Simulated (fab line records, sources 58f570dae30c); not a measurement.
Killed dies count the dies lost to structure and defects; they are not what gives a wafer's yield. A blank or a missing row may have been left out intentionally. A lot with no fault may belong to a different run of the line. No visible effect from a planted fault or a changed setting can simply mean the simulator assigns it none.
fab line records -- flow berkeley_cmos170 -- part 1 of 2: steps 1 to 30 of 40
[record] lots = 5, wafers = 15, last_day = 12
route steps=331 shown PFIELD@79 FIELD@89 SACOX@97 SCREENOX@100 NVT@104 PVT@115
lots that met no fault: taken from a fault-free run of the same line
start_h: start of the lot's first displayed wafer, in hours after the record's first day -- wait_h: hours since the lot's step before -- " unchanged from the row above -- L1.1+2: a row that stands for several wafers -- - no value, or no start was given -- * or withheld: withheld -- < > ~ a bound
route shown NAME@n: names a module that has steps shown in the file, with the first one's number in the route -- usual: mean/standard deviation taken from wafers without a fault -- same: alike in all rows -- chamber/n: place in a boat -- sites: the reading at each site -- _std_site: how widely they spread, as a standard deviation -- _edge_site: the outer-site mean with the inner-site mean subtracted -- radius_mm: how far each site lies from the wafer's centre -- mask NAME#n: copy n -- behind: the tool/chamber that last shaped the wafer -- hold: cause of the lot's hold/its duration in hours/its outcome -- device: names the non-switching transistor (n, p or np) -- end of line: tests run on the same wafers once the route is complete -- a step given without rows: its recipe and nothing more -- killed: the dies lost at the first sort to structure and to defects; this is not the yield of the wafer -- map: dies across one wafer; x = killed, . = not, _ = none there
set.NAME: the setting that was run; set.NAME@STEP: the one run at that earlier step -- model.NAME: the simulator's own value behind a step, which no gauge read
lots at selected steps of the route; one table per step, one row per wafer
services: the hour from which a tool's chamber was out of use, counted from the record's first day as start_h (under 0 if before that day), plus the number of hours and why
[[steps]]
[step UCB170_PFIELD_HMDS_00]
[recipe] prime_time_s = 60, prime_temp_c = 100
[usual] resist_line_temp_C = 22.98/0.1
lot.wafer,tool,chamber,start_h,wait_h,resist_line_temp_C
L075.2,litho_track-01,0,92.73,0.3,22.94
L075.3,litho_track-01,0,92.73,0.3,23.11
L075.6,litho_track-01,0,92.73,0.3,23.01
L077.4,litho_track-04,0,108.06,0.4,23.11
L077.5,litho_track-04,0,108.06,0.4,23.04
L077.6,litho_track-04,0,108.06,0.4,22.90
L092.1,litho_track-02,0,179.14,0.0,23.20
L092.2,litho_track-02,0,179.14,0.0,23.19
L092.5,litho_track-02,0,179.14,0.0,23.07
L095.4,litho_track-04,0,202.13,0.1,22.83
L095.5,litho_track-04,0,202.13,0.1,22.92
L095.6,litho_track-04,0,202.13,0.1,22.76
L097.3,litho_track-01,0,202.30,0.2,22.83
L097.4,litho_track-01,0,202.30,0.2,22.96
L097.5,litho_track-01,0,202.30,0.2,22.86
[step UCB170_PFIELD_COAT_01]
[recipe] resist = KrF, spin_rpm = 1500, resist_thk_nm = 900
[usual] resist_line_temp_C = 22.98/0.12
lot.wafer,tool,chamber,start_h,wait_h,resist_line_temp_C
L075.2,litho_track-01,0,92.88,0.1,23.11
L075.3,litho_track-01,0,92.88,0.1,23.11
L075.6,litho_track-01,0,92.88,0.1,23.05
L077.4,litho_track-04,0,108.21,0.1,23.21
L077.5,litho_track-04,0,108.21,0.1,23.22
L077.6,litho_track-04,0,108.21,0.1,23.19
L092.1,litho_track-02,0,179.29,0.1,23.00
L092.2,litho_track-02,0,179.29,0.1,23.10
L092.5,litho_track-02,0,179.29,0.1,22.97
L095.4,litho_track-04,0,202.28,0.1,23.03
L095.5,litho_track-04,0,202.28,0.1,22.92
L095.6,litho_track-04,0,202.28,0.1,23.03
L097.3,litho_track-01,0,202.45,0.1,22.88
L097.4,litho_track-01,0,202.45,0.1,22.91
L097.5,litho_track-01,0,202.45,0.1,22.77
[step UCB170_PFIELD_SOFTBAKE_02]
[recipe] resist = KrF, temp_c = 130, time_s = 60
[usual] resist_line_temp_C = 22.97/0.1
lot.wafer,tool,chamber,start_h,wait_h,resist_line_temp_C
L075.2,litho_track-01,0,93.03,0.1,23.05
L075.3,litho_track-01,0,93.03,0.1,22.84
L075.6,litho_track-01,0,93.03,0.1,22.89
L077.4,litho_track-04,0,108.36,0.1,22.98
L077.5,litho_track-04,0,108.36,0.1,23.05
L077.6,litho_track-04,0,108.36,0.1,23.10
L092.1,litho_track-02,0,179.44,0.1,22.92
L092.2,litho_track-02,0,179.44,0.1,22.95
L092.5,litho_track-02,0,179.44,0.1,23.07
L095.4,litho_track-04,0,202.43,0.1,22.94
L095.5,litho_track-04,0,202.43,0.1,22.84
L095.6,litho_track-04,0,202.43,0.1,23.00
L097.3,litho_track-01,0,202.60,0.1,22.93
L097.4,litho_track-01,0,202.60,0.1,22.82
L097.5,litho_track-01,0,202.60,0.1,22.83
[step UCB170_PFIELD_EXPOSE_03]
[recipe] mask_id = PFIELD, na = 0.5, sigma_outer = 0.6, source_shape = conventional, target_cd_nm = 1500, dose_mj = 30
[usual] reticle_temp_C = 22.99/0.095, stage_vel_mm_s = 500.00/0.25
lot.wafer,tool,chamber,start_h,wait_h,mask,reticle_temp_C,stage_vel_mm_s
L075.2,krf_scanner-02,0,93.18,0.1,PFIELD#0,23.06,500.25
L075.3,krf_scanner-02,0,93.18,0.1,PFIELD#0,23.17,500.37
L075.6,krf_scanner-02,0,93.18,0.1,PFIELD#0,23.09,499.98
L077.4,krf_scanner-02,0,108.75,0.4,PFIELD#0,23.01,499.73
L077.5,krf_scanner-02,0,108.75,0.4,PFIELD#0,23.02,499.77
L077.6,krf_scanner-02,0,108.75,0.4,PFIELD#0,23.07,500.05
L092.1,krf_scanner-01,0,179.71,0.2,PFIELD#0,23.09,500.16
L092.2,krf_scanner-01,0,179.71,0.2,PFIELD#0,23.19,500.30
L092.5,krf_scanner-01,0,179.71,0.2,PFIELD#0,22.87,500.30
L095.4,krf_scanner-01,0,202.56,0.1,PFIELD#0,23.06,500.30
L095.5,krf_scanner-01,0,202.56,0.1,PFIELD#0,23.10,499.81
L095.6,krf_scanner-01,0,202.56,0.1,PFIELD#0,22.96,500.20
L097.3,krf_scanner-02,0,202.86,0.2,PFIELD#0,22.89,499.94
L097.4,krf_scanner-02,0,202.86,0.2,PFIELD#0,23.00,499.74
L097.5,krf_scanner-02,0,202.86,0.2,PFIELD#0,23.01,500.22
[step UCB170_PFIELD_PEB_04]
[recipe] peb_temp_c = 130, peb_time_s = withheld, resist = KrF
[usual] resist_line_temp_C = 22.99/0.1
lot.wafer,tool,chamber,start_h,wait_h,resist_line_temp_C
L075.2,litho_track-01,0,93.46,0.3,22.88
L075.3,litho_track-01,0,93.46,0.3,22.82
L075.6,litho_track-01,0,93.46,0.3,23.00
L077.4,litho_track-04,0,109.51,0.7,22.88
L077.5,litho_track-04,0,109.51,0.7,23.06
L077.6,litho_track-04,0,109.51,0.7,22.88
L092.1,litho_track-01,0,179.83,0.1,23.04
L092.2,litho_track-01,0,179.83,0.1,23.11
L092.5,litho_track-01,0,179.83,0.1,23.05
L095.4,litho_track-02,0,203.11,0.5,22.90
L095.5,litho_track-02,0,203.11,0.5,23.02
L095.6,litho_track-02,0,203.11,0.5,22.82
L097.3,litho_track-01,0,203.20,0.3,23.17
L097.4,litho_track-01,0,203.20,0.3,23.13
L097.5,litho_track-01,0,203.20,0.3,23.06
[step UCB170_PFIELD_DEVELOP_05]
[recipe] developer = TMAH, develop_time_s = 45, resist = KrF, dev_temp_c = 21
[usual] resist_line_temp_C = 23.03/0.096
lot.wafer,tool,chamber,start_h,wait_h,resist_line_temp_C
L075.2,litho_track-01,0,-,-,22.96
L075.3,litho_track-01,0,-,-,22.94
L075.6,litho_track-01,0,-,-,23.08
L077.4,litho_track-04,0,-,-,22.99
L077.5,litho_track-04,0,-,-,23.10
L077.6,litho_track-04,0,-,-,23.04
L092.1,litho_track-01,0,-,-,22.96
L092.2,litho_track-01,0,-,-,22.99
L092.5,litho_track-01,0,-,-,22.85
L095.4,litho_track-02,0,-,-,22.83
L095.5,litho_track-02,0,-,-,23.03
L095.6,litho_track-02,0,-,-,23.05
L097.3,litho_track-01,0,-,-,23.03
L097.4,litho_track-01,0,-,-,22.94
L097.5,litho_track-01,0,-,-,22.99
[step UCB170_PFIELD_OVL_MEAS_06]
[usual] PFIELD_OVL = 0/6.5
lot.wafer,tool,chamber,start_h,wait_h,PFIELD_OVL[nm]
L075.2,overlay-01,-,93.71,-,-9
L075.3,overlay-01,-,93.71,-,-3
L075.6,overlay-01,-,93.71,-,-13
L077.4,overlay-01,-,109.73,-,-5
L077.5,overlay-01,-,109.73,-,14
L077.6,overlay-01,-,109.73,-,4
L092.1,overlay-01,-,180.10,-,7
L092.2,overlay-01,-,180.10,-,4
L092.5,overlay-01,-,180.10,-,4
L095.4,overlay-02,-,203.33,-,7
L095.5,overlay-02,-,203.33,-,8
L095.6,overlay-02,-,203.33,-,7
L097.3,overlay-01,-,203.44,-,12
L097.4,overlay-01,-,203.44,-,0
L097.5,overlay-01,-,203.44,-,0
[step UCB170_PFIELD_IMPLANT_07]
[recipe] species = B, dose_cm2 = 2e+13, energy_kev = 80, tilt_deg = 7
lot.wafer,tool,chamber,start_h,wait_h
L075.2+3+6,implanter-01,0,93.77,0.0
L077.4+5+6,implanter-03,0,109.82,0.1
L092.1+2+5,implanter-02,0,180.14,0.0
L095.4+5+6,implanter-02,0,203.42,0.1
L097.3+4+5,implanter-01,0,203.51,0.1
[step UCB170_PFIELD_STRIP_08]
[recipe] chemistry = O2, power_w = 400, pressure_mtorr = 3500, platen_temp_c = withheld, o2_flow_sccm = 400, overash_fraction = 0.5
[usual] drypump_motor_current_A = 5.45/0.29, oes_product_au = 0.735/0.004, strip_time_to_endpoint_s = 21.62/0.065
lot.wafer,tool,chamber,start_h,wait_h,drypump_motor_current_A,oes_product_au,rf_hours_counter_h,strip_time_to_endpoint_s
L075.2,plasma_asher-03,1,93.89,0.1,5.68,0.734,30,21.61
L075.3,plasma_asher-03,0,93.89,0.1,4.87,0.729,-,21.73
L075.6,plasma_asher-03,1,93.89,0.1,5.73,0.738,-,21.60
L077.4,plasma_asher-01,1,109.93,0.1,5.75,0.734,-,21.58
L077.5,plasma_asher-01,0,109.93,0.1,5.42,0.741,-,21.65
L077.6,plasma_asher-01,1,109.93,0.1,5.78,0.742,-,21.58
L092.1,plasma_asher-04,0,180.29,0.1,5.46,0.730,6,21.65
L092.2,plasma_asher-04,1,180.29,0.1,5.44,0.734,6,21.62
L092.5,plasma_asher-04,0,180.29,0.1,5.47,0.732,-,21.58
L095.4,plasma_asher-01,1,203.53,0.1,5.75,0.737,-,21.67
L095.5,plasma_asher-01,1,203.53,0.1,5.74,0.734,-,21.68
L095.6,plasma_asher-01,0,203.53,0.1,5.42,0.731,-,21.63
L097.3,plasma_asher-04,1,203.64,0.1,5.44,0.731,-,21.61
L097.4,plasma_asher-04,0,203.64,0.1,5.46,0.736,-,21.61
L097.5,plasma_asher-04,0,203.64,0.1,5.46,0.723,-,21.65
[step UCB170_PFIELD_TW_MEAS_09]
[usual] PFIELD_TW = 600/5.3
lot.wafer,tool,chamber,start_h,wait_h,PFIELD_TW
L075.2,film_metro-02,-,94.00,0.1,600
L075.3,film_metro-02,-,94.00,0.1,601
L075.6,film_metro-02,-,94.00,0.1,597
L077.4,film_metro-02,-,110.03,0.1,600
L077.5,film_metro-02,-,110.03,0.1,600
L077.6,film_metro-02,-,110.03,0.1,601
L092.1,film_metro-04,-,180.39,0.1,604
L092.2,film_metro-04,-,180.39,0.1,602
L092.5,film_metro-04,-,180.39,0.1,598
L095.4,film_metro-04,-,203.63,0.1,602
L095.5,film_metro-04,-,203.63,0.1,605
L095.6,film_metro-04,-,203.63,0.1,602
L097.3,film_metro-04,-,203.73,0.1,598
L097.4,film_metro-04,-,203.73,0.1,601
L097.5,film_metro-04,-,203.73,0.1,603
[step UCB170_FIELD_CLEAN_00]
[recipe] chemistry = dHF, dilution = 25:1, time_s = 7.5
lot.wafer,tool,chamber,start_h,wait_h
L075.2+3+6,wet_bench-01,1,94.05,0.0
L077.4+5+6,wet_bench-01,1,112.22,2.2
L092.1+2+5,wet_bench-02,1,181.52,1.1
L095.4+5+6,wet_bench-01,2,203.66,0.0
L097.3+4+5,wet_bench-02,2,203.77,0.0
[step UCB170_FIELD_OXIDATION_01]
[recipe] temp_c = 1000, ambient = H2O, p_h2o_torr = 584.62, target_thk_a = 5583, ox_time_s = 7200
lot.wafer,tool,chamber,start_h,wait_h
L075.2+3+6,furnace-01,0,98.75,4.7
L077.4+5+6,furnace-01,0,116.95,4.7
L092.1+2+5,furnace-04,0,185.80,4.3
L095.4+5+6,furnace-01,0,206.35,2.7
L097.3+4+5,furnace-01,0,206.35,2.6
[step UCB170_FIELD_THK_MEAS_02]
[recipe] reads = SiO2_of_FIELD_OXIDATION_01
[usual] FIELD_OXIDE_THK = 558/11
lot.wafer,tool,chamber,start_h,wait_h,FIELD_OXIDE_THK[nm]
L075.2,film_metro-04,-,101.76,0.0,555
L075.3,film_metro-04,-,101.76,0.0,553
L075.6,film_metro-04,-,101.76,0.0,555
L077.4,film_metro-04,-,119.98,0.0,562
L077.5,film_metro-04,-,119.98,0.0,555
L077.6,film_metro-04,-,119.98,0.0,560
L092.1,film_metro-04,-,188.80,0.0,553
L092.2,film_metro-04,-,188.80,0.0,548
L092.5,film_metro-04,-,188.80,0.0,546
L097.3,film_metro-01,-,209.41,0.1,579
L097.4,film_metro-01,-,209.41,0.1,571
L097.5,film_metro-01,-,209.41,0.1,575
L095.4,film_metro-04,-,209.42,0.1,564
L095.5,film_metro-04,-,209.42,0.1,569
L095.6,film_metro-04,-,209.42,0.1,562
[step UCB170_FIELD_ANNEAL_03]
[recipe] temp_c = 1000, time_s = 1200, ambient = N2
lot.wafer,tool,chamber,start_h,wait_h
L075.2+3+6,furnace-04,0,107.35,5.6
L077.4+5+6,furnace-04,0,124.54,4.6
L092.1+2+5,furnace-01,0,193.05,4.2
L095.4+5+6,furnace-04,0,213.60,4.2
L097.3+4+5,furnace-04,0,213.60,4.2
[step UCB170_FIELD_WET_ETCH_04]
[recipe] chemistry = dHF, dilution = 10:1, target = SiO2, temp_c = 25, time_s = 60
lot.wafer,tool,chamber,start_h,wait_h
L075.2+3+6,wet_bench-02,0,108.69,0.0
L077.4+5+6,wet_bench-03,3,125.88,0.0
L092.1+2+5,wet_bench-03,0,194.38,0.0
L095.4+5+6,wet_bench-01,1,214.93,0.0
L097.3+4+5,wet_bench-01,1,214.93,0.0
[step UCB170_FIELD_WET_ETCH_05]
[recipe] chemistry = H3PO4, target = Si3N4, temp_c = 160, time_s = 12600
lot.wafer,tool,chamber,start_h,wait_h
L075.2+3+6,wet_bench-01,0,108.72,0.0
L077.4+5+6,wet_bench-03,0,125.90,0.0
L092.1+2+5,wet_bench-01,3,194.41,0.0
L095.4+5+6,wet_bench-02,1,214.95,0.0
L097.3+4+5,wet_bench-02,3,214.95,0.0
[step UCB170_FIELD_WET_ETCH_06]
[recipe] chemistry = BOE, dilution = 5:1, target = SiO2, temp_c = 25, time_s = 22
lot.wafer,tool,chamber,start_h,wait_h
L075.2+3+6,wet_bench-01,2,112.47,0.2
L077.4+5+6,wet_bench-01,2,129.41,0.0
L092.1+2+5,wet_bench-01,3,198.26,0.0
L095.4+5+6,wet_bench-01,3,218.46,0.0
L097.3+4+5,wet_bench-01,0,218.46,0.0
[step UCB170_FIELD_THK_MEAS_90]
[recipe] reads = SiO2_of_FIELD_OXIDATION_01
[usual] FIELD_OXIDE_LEFT_1_THK = 441/11
lot.wafer,tool,chamber,start_h,wait_h,FIELD_OXIDE_LEFT_1_THK[nm]
L075.2,film_metro-03,-,112.50,0.0,439
L075.3,film_metro-03,-,112.50,0.0,438
L075.6,film_metro-03,-,112.50,0.0,439
L077.4,film_metro-04,-,129.46,0.0,445
L077.5,film_metro-04,-,129.46,0.0,438
L077.6,film_metro-04,-,129.46,0.0,443
L092.1,film_metro-03,-,198.33,0.1,437
L092.2,film_metro-03,-,198.33,0.1,432
L092.5,film_metro-03,-,198.33,0.1,429
L097.3,film_metro-01,-,218.50,0.0,462
L097.4,film_metro-01,-,218.50,0.0,455
L097.5,film_metro-01,-,218.50,0.0,459
L095.4,film_metro-01,-,218.57,0.1,448
L095.5,film_metro-01,-,218.57,0.1,452
L095.6,film_metro-01,-,218.57,0.1,445
[step UCB170_SACOX_CLEAN_00]
[recipe] chemistry = dHF, dilution = 25:1, time_s = 7.5
lot.wafer,tool,chamber,start_h,wait_h
L075.2+3+6,wet_bench-01,2,113.04,0.5
L077.4+5+6,wet_bench-01,2,129.49,0.0
L092.1+2+5,wet_bench-01,2,198.46,0.1
L097.3+4+5,wet_bench-01,2,218.54,0.0
L095.4+5+6,wet_bench-01,3,218.60,0.0
[step UCB170_SACOX_OXIDATION_01]
[recipe] temp_c = 904.5, ambient = O2, target_thk_a = 144, ox_time_s = 2400
lot.wafer,tool,chamber,start_h,wait_h
L075.2+3+6,furnace-02,0,120.21,7.2
L077.4+5+6,furnace-01,0,132.65,3.2
L092.1+2+5,furnace-04,0,202.91,4.4
L095.4+5+6,furnace-04,0,222.18,3.6
L097.3+4+5,furnace-04,0,222.18,3.6
[step UCB170_SACOX_THK_MEAS_02]
[recipe] reads = SiO2_of_SACOX_OXIDATION_01
[usual] SACOX_OXIDE_THK = 14.95/0.26
lot.wafer,tool,chamber,start_h,wait_h,SACOX_OXIDE_THK[nm]
L075.2,film_metro-01,-,121.89,0.0,14.80
L075.3,film_metro-01,-,121.89,0.0,14.74
L075.6,film_metro-01,-,121.89,0.0,14.79
L077.4,film_metro-04,-,134.35,0.0,15.06
L077.5,film_metro-04,-,134.35,0.0,15.06
L077.6,film_metro-04,-,134.35,0.0,15.19
L092.1,film_metro-02,-,204.58,0.0,14.87
L092.2,film_metro-02,-,204.58,0.0,14.82
L092.5,film_metro-02,-,204.58,0.0,14.81
L097.3,film_metro-04,-,223.87,0.0,14.67
L097.4,film_metro-04,-,223.87,0.0,14.77
L097.5,film_metro-04,-,223.87,0.0,14.56
L095.4,film_metro-02,-,223.88,0.0,14.57
L095.5,film_metro-02,-,223.88,0.0,14.66
L095.6,film_metro-02,-,223.88,0.0,14.68
[step UCB170_SCREENOX_WET_ETCH_00]
[recipe] chemistry = dHF, dilution = 25:1, target = SiO2, temp_c = 25, time_s = 200
lot.wafer,tool,chamber,start_h,wait_h
L075.2+3+6,wet_bench-01,1,121.94,0.0
L077.4+5+6,wet_bench-01,1,134.39,0.0
L092.1+2+5,wet_bench-01,2,204.64,0.1
L095.4+5+6,wet_bench-04,2,223.91,0.0
L097.3+4+5,wet_bench-04,2,223.91,0.0
[step UCB170_SCREENOX_OXIDATION_01]
[recipe] temp_c = 900, ambient = O2, target_thk_a = 144, ox_time_s = 2400
lot.wafer,tool,chamber,start_h,wait_h
L075.2+3+6,furnace-01,0,127.03,5.0
L077.4+5+6,furnace-04,0,138.83,4.4
L092.1+2+5,furnace-02,0,208.81,4.1
L095.4+5+6,furnace-04,0,229.60,5.6
L097.3+4+5,furnace-04,0,229.60,5.6
[step UCB170_SCREENOX_THK_MEAS_02]
[recipe] reads = SiO2_of_SCREENOX_OXIDATION_01
[usual] SCREENOX_OXIDE_THK = 14.32/0.25
lot.wafer,tool,chamber,start_h,wait_h,SCREENOX_OXIDE_THK[nm]
L075.2,film_metro-01,-,128.71,0.0,14.41
L075.3,film_metro-01,-,128.71,0.0,14.20
L075.6,film_metro-01,-,128.71,0.0,14.68
L077.4,film_metro-02,-,140.52,0.0,14.92
L077.5,film_metro-02,-,140.52,0.0,14.53
L077.6,film_metro-02,-,140.52,0.0,14.59
L092.1,film_metro-02,-,210.48,0.0,14.34
L092.2,film_metro-02,-,210.48,0.0,14.42
L092.5,film_metro-02,-,210.48,0.0,14.15
L097.3,film_metro-01,-,231.28,0.0,14.60
L097.4,film_metro-01,-,231.28,0.0,14.32
L097.5,film_metro-01,-,231.28,0.0,14.16
L095.4,film_metro-02,-,231.29,0.0,13.82
L095.5,film_metro-02,-,231.29,0.0,13.92
L095.6,film_metro-02,-,231.29,0.0,14.03
[step UCB170_SCREENOX_ANNEAL_03]
[recipe] temp_c = 900, time_s = 900, ambient = N2
lot.wafer,tool,chamber,start_h,wait_h
L075.2+3+6,furnace-04,0,131.98,3.3
L077.4+5+6,furnace-01,0,145.00,4.5
L092.1+2+5,furnace-04,0,216.43,5.9
L095.4+5+6,furnace-04,0,235.61,4.3
L097.3+4+5,furnace-04,0,235.61,4.3
[step UCB170_NVT_HMDS_00]
[recipe] prime_time_s = 60, prime_temp_c = 100
[usual] resist_line_temp_C = 23.00/0.12
lot.wafer,tool,chamber,start_h,wait_h,resist_line_temp_C
L075.2,litho_track-03,0,133.69,0.5,22.99
L075.3,litho_track-03,0,133.69,0.5,23.12
L075.6,litho_track-03,0,133.69,0.5,23.04
L077.4,litho_track-04,0,146.32,0.1,23.02
L077.5,litho_track-04,0,146.32,0.1,22.89
L077.6,litho_track-04,0,146.32,0.1,23.10
L092.1,litho_track-04,0,217.68,0.0,23.03
L092.2,litho_track-04,0,217.68,0.0,23.12
L092.5,litho_track-04,0,217.68,0.0,22.91
L097.3,litho_track-01,0,236.91,0.1,22.85
L097.4,litho_track-01,0,236.91,0.1,22.80
L097.5,litho_track-01,0,236.91,0.1,22.98
L095.4,litho_track-04,0,236.94,0.1,23.15
L095.5,litho_track-04,0,236.94,0.1,23.15
L095.6,litho_track-04,0,236.94,0.1,23.15
[step UCB170_NVT_COAT_01]
[recipe] resist = KrF, spin_rpm = 1500, resist_thk_nm = 900
[usual] resist_line_temp_C = 23.00/0.11
lot.wafer,tool,chamber,start_h,wait_h,resist_line_temp_C
L075.2,litho_track-03,0,133.84,0.1,22.85
L075.3,litho_track-03,0,133.84,0.1,22.88
L075.6,litho_track-03,0,133.84,0.1,22.92
L077.4,litho_track-04,0,146.47,0.1,23.17
L077.5,litho_track-04,0,146.47,0.1,23.09
L077.6,litho_track-04,0,146.47,0.1,23.02
L092.1,litho_track-04,0,217.83,0.1,23.04
L092.2,litho_track-04,0,217.83,0.1,23.09
L092.5,litho_track-04,0,217.83,0.1,23.07
L097.3,litho_track-01,0,237.06,0.1,23.01
L097.4,litho_track-01,0,237.06,0.1,22.95
L097.5,litho_track-01,0,237.06,0.1,23.01
L095.4,litho_track-04,0,237.09,0.1,23.09
L095.5,litho_track-04,0,237.09,0.1,23.09
L095.6,litho_track-04,0,237.09,0.1,22.96
[step UCB170_NVT_SOFTBAKE_02]
[recipe] resist = KrF, temp_c = 130, time_s = 61.17
[usual] plate_sensor_t_centre_C = 131.41/0.011, plate_sensor_t_edge_C = 131.53/0.01, resist_line_temp_C = 23.03/0.11, softbake_temp_c = 129.98/0.13
lot.wafer,tool,chamber,start_h,wait_h,plate_sensor_t_centre_C,plate_sensor_t_edge_C,resist_line_temp_C,softbake_temp_c
L075.2,litho_track-03,0,133.99,0.1,131.4,131.52,22.97,129.73
L075.3,litho_track-03,0,133.99,0.1,131.39,131.51,22.93,130.19
L075.6,litho_track-03,0,133.99,0.1,131.4,131.53,22.89,129.99
L077.4,litho_track-04,0,146.62,0.1,131.39,131.54,23.11,130.11
L077.5,litho_track-04,0,146.62,0.1,131.4,131.54,23.06,130.13
L077.6,litho_track-04,0,146.62,0.1,131.41,131.53,22.95,130.12
L092.1,litho_track-04,0,217.98,0.1,131.42,131.53,23.01,129.96
L092.2,litho_track-04,0,217.98,0.1,131.39,131.54,22.96,129.88
L092.5,litho_track-04,0,217.98,0.1,131.4,131.52,23.05,130.07
L097.3,litho_track-01,0,237.21,0.1,131.41,131.53,23.15,129.87
L097.4,litho_track-01,0,237.21,0.1,131.41,131.54,23.25,130.03
L097.5,litho_track-01,0,237.21,0.1,131.4,131.52,22.98,130.10
L095.4,litho_track-04,0,237.24,0.1,131.41,131.55,22.94,129.99
L095.5,litho_track-04,0,237.24,0.1,131.41,131.53,22.94,129.92
L095.6,litho_track-04,0,237.24,0.1,131.4,131.54,22.96,129.80
[step UCB170_NVT_EXPOSE_03]
[recipe] mask_id = PWELL, target_cd_nm = 3000, na = 0.5, sigma_outer = 0.6, source_shape = conventional, dose_mj = 30
[usual] reticle_temp_C = 23.01/0.1, stage_vel_mm_s = 500.01/0.27
lot.wafer,tool,chamber,start_h,wait_h,mask,reticle_temp_C,stage_vel_mm_s
L075.2,krf_scanner-02,0,134.26,0.2,PWELL#0,22.92,499.78
L075.3,krf_scanner-02,0,134.26,0.2,PWELL#0,22.88,499.62
L075.6,krf_scanner-02,0,134.26,0.2,PWELL#0,23.08,499.78
L077.4,krf_scanner-01,0,146.76,0.1,PWELL#0,22.84,500.07
L077.5,krf_scanner-01,0,146.76,0.1,PWELL#0,22.87,499.74
L077.6,krf_scanner-01,0,146.76,0.1,PWELL#0,23.00,499.54
L092.1,krf_scanner-01,0,218.13,0.1,PWELL#0,23.11,500.32
L092.2,krf_scanner-01,0,218.13,0.1,PWELL#0,23.02,500.13
L092.5,krf_scanner-01,0,218.13,0.1,PWELL#0,22.88,500.07
L097.3,krf_scanner-02,0,237.48,0.2,PWELL#0,23.13,499.90
L097.4,krf_scanner-02,0,237.48,0.2,PWELL#0,23.27,500.15
L097.5,krf_scanner-02,0,237.48,0.2,PWELL#0,23.09,500.66
L095.4,krf_scanner-02,0,237.61,0.3,PWELL#0,23.02,500.19
L095.5,krf_scanner-02,0,237.61,0.3,PWELL#0,22.78,500.26
L095.6,krf_scanner-02,0,237.61,0.3,PWELL#0,22.94,500.15
[step UCB170_NVT_PEB_04]
[recipe] peb_temp_c = 130, peb_time_s = withheld, resist = KrF
[usual] resist_line_temp_C = 23.00/0.11
lot.wafer,tool,chamber,start_h,wait_h,resist_line_temp_C
L075.2,litho_track-04,0,134.64,0.4,23.02
L075.3,litho_track-04,0,134.64,0.4,23.06
L075.6,litho_track-04,0,134.64,0.4,23.17
L077.4,litho_track-04,0,146.89,0.1,23.10
L077.5,litho_track-04,0,146.89,0.1,23.06
L077.6,litho_track-04,0,146.89,0.1,22.99
L092.1,litho_track-04,0,218.25,0.1,22.84
L092.2,litho_track-04,0,218.25,0.1,22.94
L092.5,litho_track-04,0,218.25,0.1,22.95
L097.3,litho_track-03,0,237.60,0.1,22.95
L097.4,litho_track-03,0,237.60,0.1,22.92
L097.5,litho_track-03,0,237.60,0.1,23.04
L095.4,litho_track-04,0,237.75,0.1,23.06
L095.5,litho_track-04,0,237.75,0.1,22.97
L095.6,litho_track-04,0,237.75,0.1,22.99
